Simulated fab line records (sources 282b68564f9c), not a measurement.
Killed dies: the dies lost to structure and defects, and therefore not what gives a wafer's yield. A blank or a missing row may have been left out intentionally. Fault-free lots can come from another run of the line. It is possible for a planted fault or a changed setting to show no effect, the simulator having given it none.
fab line records    flow ritCmos
record: lots: 6  wafers: 18  lastDay: 19
route steps=202 shown ACTIVE@11 FOX1@20 FOX2@23 NWELL@28 PWELL@39 WELLDRIVE@50 SILICIDE@161 M1@202
lots untouched by any fault: they come from a run of this same line in which no faults occurred
startH: the number of hours between the record's first day and the start of the first shown wafer of the lot    waitH: hours since the lot's step before    " unchanged from the row above    L1.1+2: one row covering several wafers at once    - no value, or no start given    * or withheld: withheld    < > ~ a bound
route shown NAME@n: a module of which the file shows steps, and the number in the route of the first    usual: average and standard deviation across the fault-free wafers    same: alike in all rows    chamber/n: place in a boat    sites: the reading at each site    _std_site: standard deviation of those values    _edge_site: the outer-site mean with the inner-site mean subtracted    radiusMm: for every site, how far away it sits from the centre of the wafer    mask NAME#n: copy n    behind: the tool/chamber that last shaped the wafer    hold: the reason the lot was held/the length of the hold in hours/how it ended    device: the transistor (n, p or np) that didn't switch    end of line: the tests these same wafers got at the end of their route    for a step that has no rows: nothing shown but its recipe    killed: at the first sort, the dies lost to defects and structure; wafer yield is something else    map: the dies of a wafer, with x for killed, . for not killed, _ for no die there
set.NAME: the run value of the setting; set.NAME@STEP: its run value at that earlier step    model.NAME: the simulator's own value behind a step, which no gauge read
a table for each step, a row for each wafer; lots at some steps of the route
services: when a tool's chamber went out of use (startH, in hours from the record's first day, below 0 if earlier), for how many hours, and the reason
== steps ==
step: RIT_ACTIVE_DEVELOP_10
recipe: resist: NOVOLAK  developTimeS: 50  devTempC: 23
step: RIT_ACTIVE_CD_MEAS_11
recipe: targetCdNm: 1400
usual: cdNm: 1400.6/1.9
lot.wafer  tool      chamber  startH  waitH  cdNm
L896.3     cdSem-01  -        35.86   -      1402.7
L896.4     "         -        "       "      1404.9
L896.6     "         -        "       "      1402.6
L901.3     cdSem-01  -        65.09   -      1406.7
L901.5     "         -        "       "      1403.4
L901.6     "         -        "       "      1403.0
L904.3     cdSem-01  -        75.96   -      1398.4
L904.4     "         -        "       "      1400.5
L904.6     "         -        "       "      1402.5
L906.1     cdSem-01  -        84.60   -      1401.9
L906.3     "         -        "       "      1402.7
L906.6     "         -        "       "      1402.6
L914.1     cdSem-02  -        125.57  -      1397.4
L914.3     "         -        "       "      1398.0
L914.6     "         -        "       "      1396.4
L915.1     cdSem-01  -        129.56  -      1401.8
L915.3     "         -        "       "      1399.3
L915.4     "         -        "       "      1401.8
step: RIT_ACTIVE_HARDBAKE_12
recipe: resist: NOVOLAK  tempC: 140  timeS: 60
step: RIT_ACTIVE_ETCH_13
recipe: stopOn: SiO2  chemistry: SF6  target: Si3N4  timeS: 210  overEtchFrac: 0.4  SF6_flow_sccm: 200  pressureMtorr: 260  rfW: 125  targetDepthA: 2100
usual: drypumpMotorCurrentA: 5.8/0.57  oesProductAu: 0.822/0.015  throttleValvePct: 7.52/0.088
lot.wafer  tool        chamber  startH  waitH  drypumpMotorCurrentA  oesProductAu  rfHoursCounterH  throttleValvePct
L896.3     rieDiel-03  3        36.09   0.1    5.7                   0.812         9                7.52
L896.4     "           0        "       "      6.7                   0.827         4                7.46
L896.6     "           0        "       "      6.7                   0.823         -                7.46
L901.3     rieDiel-02  3        65.32   0.1    5.5                   0.830         86               7.54
L901.5     "           3        "       "      5.5                   0.827         -                7.54
L901.6     "           0        "       "      5.6                   0.822         -                7.43
L904.3     rieDiel-03  3        76.27   0.1    5.8                   0.804         9                7.52
L904.4     "           1        "       "      6.2                   0.842         89               7.47
L904.6     "           1        "       "      6.2                   0.839         -                7.46
L906.1     rieDiel-01  2        84.94   0.1    4.9                   0.822         4                7.61
L906.3     "           1        "       "      6.0                   0.792         -                7.47
L906.6     "           2        "       "      4.9                   0.823         -                7.62
L914.1     rieDiel-01  3        125.84  0.1    6.6                   0.824         109              7.37
L914.3     "           1        "       "      6.0                   0.798         148              7.49
L914.6     "           3        "       "      6.6                   0.826         -                7.38
L915.1     rieDiel-03  1        129.83  0.1    6.2                   0.835         90               7.46
L915.3     "           3        "       "      5.8                   0.803         11               7.53
L915.4     "           2        "       "      5.2                   0.832         0                7.51
step: RIT_ACTIVE_STRIP_14
recipe: chemistry: O2  timeS: 180  resist: NOVOLAK  platenTempC: withheld  powerW: 500  pressureMtorr: 4000  o2FlowSccm: 4000
usual: drypumpMotorCurrentA: 6.2/0.34
lot.wafer  tool            chamber  startH  waitH  drypumpMotorCurrentA  rfHoursCounterH
L896.3     plasmaAsher-03  1        36.28   0.1    6.3                   -
L896.4     "               0        "       "      6.8                   -
L896.6     "               0        "       "      6.8                   -
L901.3     plasmaAsher-01  1        65.51   0.1    6.4                   -
L901.5     "               0        "       "      5.6                   -
L901.6     "               1        "       "      6.4                   -
L904.3     plasmaAsher-01  1        76.46   0.1    6.4                   -
L904.4     "               0        "       "      5.6                   -
L904.6     "               1        "       "      6.4                   -
L906.1     plasmaAsher-04  0        85.14   0.1    6.1                   29
L906.3     "               0        "       "      6.0                   -
L906.6     "               1        "       "      6.2                   -
L914.1     plasmaAsher-03  1        125.97  0.1    6.3                   50
L914.3     "               1        "       "      6.3                   -
L914.6     "               1        "       "      6.3                   -
L915.1     plasmaAsher-03  1        129.97  0.1    6.3                   50
L915.3     "               0        "       "      6.8                   -
L915.4     "               1        "       "      6.3                   -
step: RIT_ACTIVE_CD_MEAS_90
recipe: targetCdNm: 1400
usual: cdNm: 1400.6/1.9
lot.wafer  tool      chamber  startH  waitH  cdNm
L896.3     cdSem-01  -        36.44   0.1    1402.4
L896.4     "         -        "       "      1405.0
L896.6     "         -        "       "      1402.7
L901.3     cdSem-01  -        65.67   0.1    1406.2
L901.5     "         -        "       "      1403.4
L901.6     "         -        "       "      1402.2
L904.3     cdSem-01  -        76.61   0.1    1398.4
L904.4     "         -        "       "      1400.9
L904.6     "         -        "       "      1403.1
L906.1     cdSem-01  -        85.31   0.1    1402.2
L906.3     "         -        "       "      1403.3
L906.6     "         -        "       "      1402.8
L914.1     cdSem-01  -        126.14  0.1    1397.3
L914.3     "         -        "       "      1398.2
L914.6     "         -        "       "      1396.2
L915.1     cdSem-02  -        130.14  0.1    1402.0
L915.3     "         -        "       "      1399.5
L915.4     "         -        "       "      1401.7
step: RIT_ACTIVE_CLEAN_15
recipe: chemistry: SC1  mix: 3:3:50  timeS: 600  tempC: 75
step: RIT_ACTIVE_CLEAN_16
recipe: chemistry: dHF  dilution: 50:1  timeS: 30
step: RIT_ACTIVE_CLEAN_17
recipe: chemistry: SC2  mix: 3:3:50  timeS: 600  tempC: 75  dry: n2Spin
step: RIT_FOX1_OXIDATION_00
recipe: tempC: 1100  ambient: H2O  targetThkA: 3507  pH2oTorr: 720  oxTimeS: 1130
step: RIT_FOX1_THK_MEAS_01
recipe: reads: SiO2_of_FOX1_OXIDATION_00
usual: FOX1_OXIDE_THK: 350/5.3
lot.wafer  tool          chamber  startH  waitH  FOX1_OXIDE_THK[nm]
L896.3     filmMetro-04  -        38.46   0.0    349
L896.4     "             -        "       "      349
L896.6     "             -        "       "      351
L901.3     filmMetro-02  -        67.45   0.0    352
L901.5     "             -        "       "      347
L901.6     "             -        "       "      342
L904.3     filmMetro-04  -        78.69   0.0    356
L904.4     "             -        "       "      358
L904.6     "             -        "       "      355
L906.1     filmMetro-02  -        90.61   0.0    348
L906.3     "             -        "       "      349
L906.6     "             -        "       "      351
L914.1     filmMetro-02  -        128.37  0.0    350
L914.3     "             -        "       "      351
L914.6     "             -        "       "      351
L915.1     filmMetro-04  -        132.79  0.0    353
L915.3     "             -        "       "      354
L915.4     "             -        "       "      353
step: RIT_FOX1_WET_ETCH_02
recipe: chemistry: BOE  targetDepthNm: 350  timeS: 390  tempC: 21.5  dry: n2Spin  dilution: 10:1  target: SiO2
step: RIT_FOX2_OXIDATION_00
recipe: tempC: 1100  ambient: H2O  targetThkA: 3507  pH2oTorr: 720  oxTimeS: 1130
usual: tube_center_temp_C_max: 1102.8/0.45
lot.wafer  tool        chamber  startH  waitH  tube_center_temp_C_max  model.SiO2_of_FOX2_OXIDATION_00.thkNm
L896.3     furnace-01  0        38.61   0.0    1102.2                  352.6
L896.4     "           0        "       "      1103.4                  360.3
L896.6     "           0        "       "      1102.9                  355.2
L901.3     furnace-03  0        67.61   0.0    1103.6                  349.2
L901.5     "           0        "       "      1103.0                  348.2
L901.6     "           0        "       "      1103.4                  350.9
L904.3     furnace-03  0        78.86   0.0    1102.2                  274.2
L904.4     "           0        "       "      1103.0                  272.2
L904.6     "           0        "       "      1102.4                  270
L906.1     furnace-03  0        91.62   0.8    1102.7                  272.5
L906.3     "           0        "       "      1102.7                  273.1
L906.6     "           0        "       "      1102.3                  275.4
L914.1     furnace-01  0        129.44  0.9    1102.9                  337.9
L914.3     "           0        "       "      1102.7                  340.8
L914.6     "           0        "       "      1103.2                  343.4
L915.1     furnace-01  0        132.97  0.0    1102.9                  340.7
L915.3     "           0        "       "      1103.1                  342.1
L915.4     "           0        "       "      1103.1                  342.5
step: RIT_FOX2_THK_MEAS_01
recipe: reads: SiO2_of_FOX2_OXIDATION_00
usual: FOX2_OXIDE_THK: 352/6.4
lot.wafer  tool          chamber  startH  waitH  FOX2_OXIDE_THK[nm]
L896.3     filmMetro-01  -        39.95   0.0    353
L896.4     "             -        "       "      361
L896.6     "             -        "       "      355
L901.3     filmMetro-03  -        68.94   0.0    349
L901.5     "             -        "       "      348
L901.6     "             -        "       "      351
L904.3     filmMetro-02  -        80.19   0.0    274
L904.4     "             -        "       "      272
L904.6     "             -        "       "      270
L906.1     filmMetro-03  -        92.93   0.0    272
L906.3     "             -        "       "      273
L906.6     "             -        "       "      276
L914.1     filmMetro-02  -        130.76  0.0    338
L914.3     "             -        "       "      341
L914.6     "             -        "       "      344
L915.1     filmMetro-03  -        134.29  0.0    341
L915.3     "             -        "       "      342
L915.4     "             -        "       "      342
step: RIT_FOX2_CLEAN_02
recipe: chemistry: dHF  dilution: 50:1  timeS: 180
step: RIT_FOX2_WET_ETCH_03
recipe: chemistry: H3PO4  target: Si3N4  targetDepthNm: 195  tempC: 165  timeS: 2700
step: RIT_FOX2_THK_MEAS_90
recipe: reads: SiO2_of_FOX2_OXIDATION_00
usual: FIELD_OXIDE_LEFT_1_THK: 325/6.4
lot.wafer  tool          chamber  startH  waitH  FIELD_OXIDE_LEFT_1_THK[nm]
L896.3     filmMetro-01  -        40.82   0.0    325
L896.4     "             -        "       "      333
L896.6     "             -        "       "      328
L901.3     filmMetro-02  -        69.82   0.0    322
L901.5     "             -        "       "      321
L901.6     "             -        "       "      324
L904.3     filmMetro-01  -        81.14   0.0    247
L904.4     "             -        "       "      245
L904.6     "             -        "       "      243
L906.1     filmMetro-01  -        93.81   0.0    245
L906.3     "             -        "       "      246
L906.6     "             -        "       "      249
L914.1     filmMetro-03  -        131.71  0.0    311
L914.3     "             -        "       "      314
L914.6     "             -        "       "      316
L915.1     filmMetro-01  -        135.24  0.0    313
L915.3     "             -        "       "      314
L915.4     "             -        "       "      315
step: RIT_NWELL_HMDS_00
recipe: primeTimeS: 60  primeTempC: 140
step: RIT_NWELL_COAT_01
recipe: resist: NOVOLAK  spinRpm: 2000  resistThkNm: 1300
step: RIT_NWELL_SOFTBAKE_02
recipe: resist: NOVOLAK  tempC: 90  timeS: 60
step: RIT_NWELL_EXPOSE_03
recipe: maskId: M2  na: 0.57  targetCdNm: 43900  doseMj: 250
step: RIT_NWELL_PEB_04
recipe: resist: NOVOLAK  tempC: withheld  timeS: withheld
step: RIT_NWELL_DEVELOP_05
recipe: resist: NOVOLAK  developTimeS: 68  devTempC: 23
step: RIT_NWELL_OVL_MEAS_06
usual: NWELL_OVL: 0.0/1.2
lot.wafer  tool        chamber  startH  waitH  NWELL_OVL[nm]
L896.3     overlay-01  -        41.88   -      0.2
L896.4     "           -        "       "      0.6
L896.6     "           -        "       "      0.1
L901.3     overlay-01  -        70.87   -      0.6
L901.5     "           -        "       "      0.5
L901.6     "           -        "       "      -0.8
L904.3     overlay-02  -        82.21   -      -0.6
L904.4     "           -        "       "      0.6
L904.6     "           -        "       "      0.4
L906.1     overlay-02  -        94.91   -      -1.1
L906.3     "           -        "       "      -0.7
L906.6     "           -        "       "      -1.4
L914.1     overlay-01  -        132.96  -      -1.2
L914.3     "           -        "       "      -1.0
L914.6     "           -        "       "      -2.2
L915.1     overlay-02  -        136.40  -      -0.1
L915.3     "           -        "       "      -3.3
L915.4     "           -        "       "      -0.7
step: RIT_NWELL_HARDBAKE_07
recipe: resist: NOVOLAK  tempC: 140  timeS: 120
step: RIT_NWELL_IMPLANT_08
recipe: species: P  energyKev: 170  doseCm2: 5e+13  tiltDeg: 7
step: RIT_NWELL_STRIP_09
recipe: chemistry: O2  timeS: 180  resist: NOVOLAK  platenTempC: withheld  powerW: 500  pressureMtorr: 4000  o2FlowSccm: 4000
usual: drypumpMotorCurrentA: 5.97/0.28
lot.wafer  tool            chamber  startH  waitH  drypumpMotorCurrentA  rfHoursCounterH
L896.3     plasmaAsher-01  1        42.36   0.1    6.40                  -
L896.4     "               0        "       "      5.67                  -
L896.6     "               0        "       "      5.67                  -
L901.3     plasmaAsher-02  0        71.36   0.1    5.66                  -
L901.5     "               1        "       "      5.85                  -
L901.6     "               0        "       "      5.65                  -
L904.3     plasmaAsher-01  1        82.69   0.1    6.40                  -
L904.4     "               0        "       "      5.63                  -
L904.6     "               1        "       "      6.41                  -
L906.1     plasmaAsher-02  1        95.34   0.1    5.85                  40
L906.3     "               0        "       "      5.66                  -
L906.6     "               0        "       "      5.64                  -
L914.1     plasmaAsher-04  0        133.39  0.1    6.03                  35
L914.3     "               1        "       "      6.18                  -
L914.6     "               0        "       "      6.02                  -
L915.1     plasmaAsher-02  0        136.84  0.1    5.64                  44
L915.3     "               1        "       "      5.84                  -
L915.4     "               0        "       "      5.66                  -
step: RIT_NWELL_TW_MEAS_10
usual: NWELL_TW: 2149/18
lot.wafer  tool          chamber  startH  waitH  NWELL_TW
L896.3     filmMetro-04  -        42.50   0.1    2135
L896.4     "             -        "       "      2127
L896.6     "             -        "       "      2136
L901.3     filmMetro-02  -        71.49   0.1    2166
L901.5     "             -        "       "      2171
L901.6     "             -        "       "      2180
L904.3     filmMetro-01  -        82.83   0.1    2135
L904.4     "             -        "       "      2135
L904.6     "             -        "       "      2140
L906.1     filmMetro-02  -        95.52   0.1    2175
L906.3     "             -        "       "      2180
L906.6     "             -        "       "      2178
L914.1     filmMetro-02  -        133.57  0.1    2180
L914.3     "             -        "       "      2168
L914.6     "             -        "       "      2173
L915.1     filmMetro-01  -        137.01  0.1    2151
L915.3     "             -        "       "      2132
L915.4     "             -        "       "      2143
step: RIT_PWELL_HMDS_00
recipe: primeTimeS: 60  primeTempC: 140
step: RIT_PWELL_COAT_01
recipe: resist: NOVOLAK  spinRpm: 2000  resistThkNm: 1300
step: RIT_PWELL_SOFTBAKE_02
recipe: resist: NOVOLAK  tempC: 90  timeS: 60
step: RIT_PWELL_EXPOSE_03
recipe: maskId: M3  na: 0.57  targetCdNm: 43700  doseMj: 250
step: RIT_PWELL_PEB_04
recipe: resist: NOVOLAK  tempC: withheld  timeS: withheld
step: RIT_PWELL_DEVELOP_05
recipe: resist: NOVOLAK  developTimeS: 68  devTempC: 23
step: RIT_PWELL_OVL_MEAS_06
usual: PWELL_OVL: 0.4/1.2
lot.wafer  tool        chamber  startH  waitH  PWELL_OVL[nm]
L896.3     overlay-02  -        43.56   -      0.2
L896.4     "           -        "       "      0.5
L896.6     "           -        "       "      0.1
L901.3     overlay-01  -        72.62   -      0.5
L901.5     "           -        "       "      1.6
L901.6     "           -        "       "      0.2
L904.3     overlay-02  -        83.88   -      2.6
L904.4     "           -        "       "      2.5
L904.6     "           -        "       "      2.8
L906.1     overlay-02  -        96.46   -      -0.3
L906.3     "           -        "       "      -0.8
L906.6     "           -        "       "      -1.1
L914.1     overlay-02  -        134.63  -      -0.4
L914.3     "           -        "       "      -0.3
L914.6     "           -        "       "      -0.1
L915.1     overlay-02  -        137.95  -      0.5
L915.3     "           -        "       "      1.0
L915.4     "           -        "       "      1.1
step: RIT_PWELL_HARDBAKE_07
recipe: resist: NOVOLAK  tempC: 140  timeS: 120
step: RIT_PWELL_IMPLANT_08
recipe: species: B  energyKev: 170  doseCm2: 7e+13  tiltDeg: 7
step: RIT_PWELL_STRIP_09
recipe: chemistry: O2  timeS: 180  resist: NOVOLAK  platenTempC: withheld  powerW: 500  pressureMtorr: 4000  o2FlowSccm: 4000
usual: drypumpMotorCurrentA: 6.1/0.4
lot.wafer  tool            chamber  startH  waitH  drypumpMotorCurrentA  rfHoursCounterH
L896.3     plasmaAsher-02  0        44.04   0.1    5.6                   -
L896.4     "               1        "       "      5.8                   -
L896.6     "               1        "       "      5.9                   -
L901.3     plasmaAsher-01  1        73.10   0.1    6.4                   -
L901.5     "               0        "       "      5.6                   -
L901.6     "               1        "       "      6.4                   -
L904.3     plasmaAsher-01  1        84.36   0.1    6.4                   -
L904.4     "               0        "       "      5.7                   -
L904.6     "               1        "       "      6.4                   -
L906.1     plasmaAsher-03  1        96.89   0.1    6.3                   46
L906.3     "               1        "       "      6.3                   -
L906.6     "               1        "       "      6.3                   -
L914.1     plasmaAsher-01  0        135.07  0.1    5.6                   2
L914.3     "               0        "       "      5.6                   -
L914.6     "               0        "       "      5.7                   -
L915.1     plasmaAsher-01  0        138.39  0.1    5.6                   2
L915.3     "               0        "       "      5.6                   -
L915.4     "               1        "       "      6.4                   -
step: RIT_PWELL_TW_MEAS_10
usual: PWELL_TW: 958/8.8
lot.wafer  tool          chamber  startH  waitH  PWELL_TW
L896.3     filmMetro-01  -        44.18   0.1    957
L896.4     "             -        "       "      955
L896.6     "             -        "       "      959
L901.3     filmMetro-02  -        73.24   0.1    964
L901.5     "             -        "       "      969
L901.6     "             -        "       "      968
L904.3     filmMetro-04  -        84.50   0.1    949
L904.4     "             -        "       "      947
L904.6     "             -        "       "      954
L906.1     filmMetro-02  -        97.07   0.1    968
L906.3     "             -        "       "      968
L906.6     "             -        "       "      973
L914.1     filmMetro-04  -        135.24  0.1    941
L914.3     "             -        "       "      950
L914.6     "             -        "       "      948
L915.1     filmMetro-04  -        138.56  0.1    946
L915.3     "             -        "       "      949
L915.4     "             -        "       "      946
step: RIT_WELLDRIVE_ANNEAL_00
recipe: tempC: 1100  timeS: 14700  ambient: N2
step: RIT_WELLDRIVE_RS_MEAS_01
recipe: thkMeasGauge: four-point-probe
usual: NWELL_RS: 275.3/0.69
lot.wafer  tool          chamber  startH  waitH  NWELL_RS[ohm/sq]
L896.3     filmMetro-02  -        49.72   0.0    276.0
L896.4     "             -        "       "      275.4
L896.6     "             -        "       "      275.1
L901.3     filmMetro-01  -        79.74   0.0    276.0
L901.5     "             -        "       "      275.5
L901.6     "             -        "       "      275.3
L904.3     filmMetro-04  -        92.26   0.0    275.9
L904.4     "             -        "       "      276.1
L904.6     "             -        "       "      276.3
L906.1     filmMetro-02  -        105.84  0.0    276.2
L906.3     "             -        "       "      276.2
L906.6     "             -        "       "      275.4
L914.1     filmMetro-02  -        142.14  0.0    275.3
L914.3     "             -        "       "      275.0
L914.6     "             -        "       "      275.3
L915.1     filmMetro-04  -        143.74  0.0    276.3
L915.3     "             -        "       "      275.9
L915.4     "             -        "       "      276.5
step: RIT_WELLDRIVE_RS_MEAS_02
recipe: thkMeasGauge: four-point-probe
usual: PWELL_RS: 429.1/1.2
lot.wafer  tool          chamber  startH  waitH  PWELL_RS[ohm/sq]
L896.3     filmMetro-02  -        49.84   0.1    428.6
L896.4     "             -        "       "      428.5
L896.6     "             -        "       "      428.0
L901.3     filmMetro-01  -        79.86   0.1    429.5
L901.5     "             -        "       "      428.8
L901.6     "             -        "       "      428.6
L904.3     filmMetro-04  -        92.38   0.1    429.9
L904.4     "             -        "       "      428.2
L904.6     "             -        "       "      429.0
L906.1     filmMetro-02  -        105.96  0.1    427.4
L906.3     "             -        "       "      428.2
L906.6     "             -        "       "      425.8
L915.1     filmMetro-04  -        143.86  0.1    429.4
L915.3     "             -        "       "      428.4
L915.4     "             -        "       "      428.0
L914.1     filmMetro-02  -        417.05  274.9  428.3
L914.3     "             -        "       "      428.4
L914.6     "             -        "       "      429.0
step: RIT_FOX2_THK_MEAS_91
recipe: reads: SiO2_of_FOX2_OXIDATION_00
usual: FIELD_OXIDE_LEFT_2_THK: 257/6.5
lot.wafer  tool          chamber  startH  waitH  FIELD_OXIDE_LEFT_2_THK[nm]
L896.3     filmMetro-03  -        53.50   0.0    257
L896.4     "             -        "       "      265
L896.6     "             -        "       "      260
L901.3     filmMetro-03  -        83.60   0.0    253
L901.5     "             -        "       "      252
L901.6     "             -        "       "      256
L904.3     filmMetro-02  -        96.24   0.0    180
L904.4     "             -        "       "      177
L904.6     "             -        "       "      176
L906.1     filmMetro-03  -        110.00  0.0    178
L906.3     "             -        "       "      178
L906.6     "             -        "       "      181
L915.1     filmMetro-01  -        148.00  0.0    244
L915.3     "             -        "       "      246
L915.4     "             -        "       "      246
L914.1     filmMetro-01  -        421.56  0.0    243
L914.3     "             -        "       "      246
L914.6     "             -        "       "      248
step: RIT_SILICIDE_WET_ETCH_00
recipe: chemistry: BOE  target: SiO2  targetDepthNm: 14  timeS: 15  dry: n2Spin  dilution: 10:1  tempC: 21.5
lot.wafer  tool         chamber  startH  waitH  model.SiO2_of_FOX2_OXIDATION_00.thkNm
L896.3     wetBench-04  3        81.14   0.1    152
L896.4     "            3        "       "      159.4
L896.6     "            3        "       "      155.5
L901.3     wetBench-02  1        111.22  0.1    148.9
L901.5     "            1        "       "      147.8
L901.6     "            1        "       "      149.1
L904.3     wetBench-02  1        121.23  0.1    75.11
L904.4     "            1        "       "      70.9
L904.6     "            1        "       "      69.39
L906.1     wetBench-04  1        130.60  0.1    73.41
L906.3     "            1        "       "      74.54
L906.6     "            1        "       "      75.52
L915.1     wetBench-02  0        166.52  0.1    141.5
L915.3     "            0        "       "      142.9
L915.4     "            0        "       "      141
L914.1     wetBench-01  2        442.46  0.1    137.5
L914.3     "            2        "       "      142.8
L914.6     "            2        "       "      143.1
step: RIT_M1_PROBE_99
usual: killedAtContacts: 0.1/0.27  killedAtFrontEnd: 6/3  killedDies: 7/3  killedOnRim: 1.7/1.4  killedOpen: 3.1/2  killedShort: 3.4/2
same: grossDies: 264  killed_at_M0_to_M3: 0  killed_at_M4_up: 0  killedAtBackSide: 0  killedAtOther: 0
lot.wafer  tool       chamber  startH  waitH  killedAtContacts  killedAtFrontEnd  killedDies  killedOnRim  killedOpen  killedShort  model.etest.nldd.widthNm  model.etest.pldd.widthNm  model.etest.nplusSal.widthNm  model.etest.pplusSal.widthNm  model.etest.nmosNarrow.driveUaUm  model.etest.pwell.rsOhmSq  model.etest.fieldN.vtV  model.etest.fieldPMetal.vtV
L896.3     prober-01  -        88.24   0.2    0                 4                 4           1            2           2            3166                      3166                      3439                          3458                          233.5                             409.5                      34.93                   -29.05
L896.4     prober-01  -        88.29   0.2    0                 10                10          1            5           5            3184                      3175                      3462                          3448                          235.6                             413.3                      35.85                   -29.3
L896.6     prober-01  -        88.39   0.2    0                 7                 7           0            2           5            3169                      3162                      3447                          3458                          232.5                             413.4                      35.34                   -29.6
L901.3     prober-02  -        119.07  0.2    0                 4                 4           1            3           1            3185                      3202                      3458                          3448                          238.3                             417.6                      34.57                   -30.3
L901.5     prober-02  -        119.17  0.2    1                 5                 6           3            4           2            3196                      3209                      3466                          3442                          231.8                             415.9                      34.47                   -30.13
L901.6     prober-02  -        119.22  0.2    0                 9                 9           2            6           3            3210                      3197                      3510                          3493                          231.4                             413.5                      34.81                   -29.44
L904.3     prober-01  -        128.22  0.2    0                 0                 0           0            0           0            3243                      3225                      3476                          3498                          246.4                             399.4                      24.57                   -35.98
L904.4     prober-01  -        128.27  0.2    0                 7                 7           1            1           6            3221                      3241                      3500                          3496                          249.8                             400.2                      24.3                    -36.28
L904.6     prober-01  -        128.37  0.2    1                 7                 8           1            2           6            3253                      3221                      3514                          3502                          246.6                             403.4                      24.2                    -36.23
L906.1     prober-01  -        137.72  0.1    0                 9                 9           1            1           8            3277                      3248                      3484                          3479                          242                               401.1                      24.39                   -38.42
L906.3     prober-01  -        137.82  0.2    0                 5                 5           1            3           2            3271                      3257                      3500                          3502                          241.7                             406.5                      24.49                   -37.97
L906.6     prober-01  -        137.97  0.2    0                 4                 4           0            4           0            3255                      3247                      3496                          3490                          239.1                             402.1                      24.84                   -38.12
L915.1     prober-01  -        173.51  0.1    0                 4                 4           0            1           3            3200                      3195                      3440                          3432                          234.9                             410.9                      33.38                   -30.94
L915.3     prober-01  -        173.61  0.2    0                 4                 4           1            1           3            3200                      3188                      3444                          3426                          231.1                             412.5                      33.55                   -30.93
L915.4     prober-01  -        173.66  0.2    0                 5                 5           1            1           4            3186                      3194                      3441                          3474                          233.5                             409.9                      33.68                   -30.46
L914.1     prober-01  -        450.00  0.1    0                 7                 7           1            3           4            3192                      3172                      3465                          3419                          232.9                             406                        33.03                   -28.97
L914.3     prober-01  -        450.10  0.2    0                 5                 5           1            1           4            3195                      3187                      3445                          3447                          228.6                             404.9                      33.48                   -29.7
L914.6     prober-01  -        450.25  0.2    0                 13                13          5            9           4            3184                      3192                      3444                          3443                          232                               405.7                      33.76                   -29.76
killed by level:class
L896.3 GATE:geometricParticle:open=1 GATE:geometricParticle:short=1 SPACER:geometricParticle:open=1 SILICIDE:geometricParticle:short=1
L896.4 SPACER:geometricParticle:open=4 GATE:geometricParticle:short=2 SPACER:geometricParticle:short=2 GATE:geometricParticle:open=1 REOX:geometricParticle:short=1
L896.6 SILICIDE:geometricParticle:short=2 FOX1:geometricParticle:short=1 FOX1:geometricParticle:open=1 GATE:geometricParticle:open=1 REOX:geometricParticle:short=1 SPACER:geometricParticle:short=1
L901.3 REOX:geometricParticle:open=2 GATE:geometricParticle:open=1 SILICIDE:geometricParticle:short=1
L901.5 FOX1:geometricParticle:open=1 FOX1:geometricParticle:short=1 GATE:geometricParticle:open=1 SPACER:geometricParticle:short=1 SILICIDE:geometricParticle:open=1 CONTACT:geometricParticle:open=1
L901.6 GATE:geometricParticle:open=5 FOX1:geometricParticle:open=1 FOX2:geometricParticle:short=1 GATE:geometricParticle:short=1 REOX:geometricParticle:short=1
L904.3
L904.4 FOX2:geometricParticle:short=2 GATE:geometricParticle:short=2 FOX1:geometricParticle:open=1 FOX1:geometricParticle:short=1 SPACER:geometricParticle:short=1
L904.6 GATE:geometricParticle:short=3 FOX1:geometricParticle:short=1 FOX2:geometricParticle:open=1 GATE:geometricParticle:open=1 SPACER:geometricParticle:short=1 CONTACT:geometricParticle:short=1
L906.1 GATE:geometricParticle:short=5 FOX1:geometricParticle:short=3 FOX1:geometricParticle:open=1
L906.3 FOX1:geometricParticle:open=1 GATE:geometricParticle:short=1 REOX:geometricParticle:open=1 SPACER:geometricParticle:open=1 SPACER:geometricParticle:short=1
L906.6 GATE:geometricParticle:open=3 SPACER:geometricParticle:open=1
L915.1 GATE:geometricParticle:short=2 REOX:geometricParticle:open=1 REOX:geometricParticle:short=1
L915.3 GATE:geometricParticle:short=2 FOX1:geometricParticle:short=1 GATE:geometricParticle:open=1
L915.4 GATE:geometricParticle:short=4 FOX2:geometricParticle:open=1
L914.1 GATE:geometricParticle:open=3 GATE:geometricParticle:short=2 REOX:geometricParticle:short=1 SPACER:geometricParticle:short=1
L914.3 FOX1:geometricParticle:short=1 FOX1:geometricParticle:open=1 FOX2:geometricParticle:short=1 GATE:geometricParticle:short=1 SILICIDE:geometricParticle:short=1
L914.6 GATE:geometricParticle:open=6 FOX1:geometricParticle:open=3 FOX1:geometricParticle:short=2 FOX2:geometricParticle:short=1 SPACER:geometricParticle:short=1
== services ==
tool            chamber  startH  hours  kind
plasmaAsher-01  -        15.18   0.6    repair
furnace-01      -        22.00   2.3    repair
plasmaAsher-02  -        26.21   1.6    repair
rieDiel-03      3        29.23   4.8    repair
plasmaAsher-03  -        56.59   2.4    repair
furnace-03      -        57.56   3.0    pm
furnace-01      -        102.88  4.3    pm
plasmaAsher-02  -        105.02  4.3    repair
plasmaAsher-01  -        108.75  9.0    pm
rieDiel-03      0        112.56  7.1    repair
plasmaAsher-02  -        135.24  0.7    repair
furnace-01      -        153.12  5.6    repair
furnace-01      -        219.25  3.3    pm
furnace-03      -        225.34  4.5    pm
rieDiel-03      0        236.01  6.1    repair
plasmaAsher-01  -        260.83  2.8    pm
plasmaAsher-01  -        279.26  0.9    repair
furnace-01      -        339.58  7.1    pm
rieDiel-03      1        364.21  9.9    repair
furnace-03      -        367.26  3.8    pm
plasmaAsher-03  -        373.70  14.6   pm
plasmaAsher-02  -        420.17  1.0    repair
plasmaAsher-02  -        421.25  9.0    pm
plasmaAsher-01  -        435.30  0.8    repair
== key ==
firstSign: step: RIT_FOX2_THK_MEAS_01  reading: FOX2_OXIDE_THK  direction: down  sigmas: 12  usual: 352  struck: 273
effect: step: RIT_FOX2_THK_MEAS_90  reading: FIELD_OXIDE_LEFT_1_THK  direction: down  sigmas: 12  usual: 325  struck: 246
effect: step: RIT_FOX2_THK_MEAS_91  reading: FIELD_OXIDE_LEFT_2_THK  direction: down  sigmas: 12  usual: 257  struck: 178
modelEffect: step: RIT_FOX2_OXIDATION_00  value: SiO2_of_FOX2_OXIDATION_00.thkNm  without: 354.4  struck: 272.9
modelEffect: step: RIT_SILICIDE_WET_ETCH_00  value: SiO2_of_FOX2_OXIDATION_00.thkNm  without: 154.7  struck: 73.15
modelEffect: step: RIT_M1_PROBE_99  value: etest.nldd.widthNm  without: 3177  struck: 3253
metAt RIT_FOX2_OXIDATION_00
struckWafers L904.3,L904.4,L904.6,L906.1,L906.3,L906.6
testerLeftOut L904,L906
onsetBetween 67.61 78.86
fault: kind: processParameterDrift  tool: furnace-03  chamber: -  onsetH: 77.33  steps: RIT_FOX2_OXIDATION_00  channel: oxTimeS  offset: *  shape: step  endH: 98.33  actsIn: *  stated: *
testerLeftOut: of these lots the tester's yield and bins aren't shown, on N5 and GAA mostly nor the transistor test; their killed dies are dies lost to structure and defects alone, not to doping, threshold or leakage, so they don't give the yield
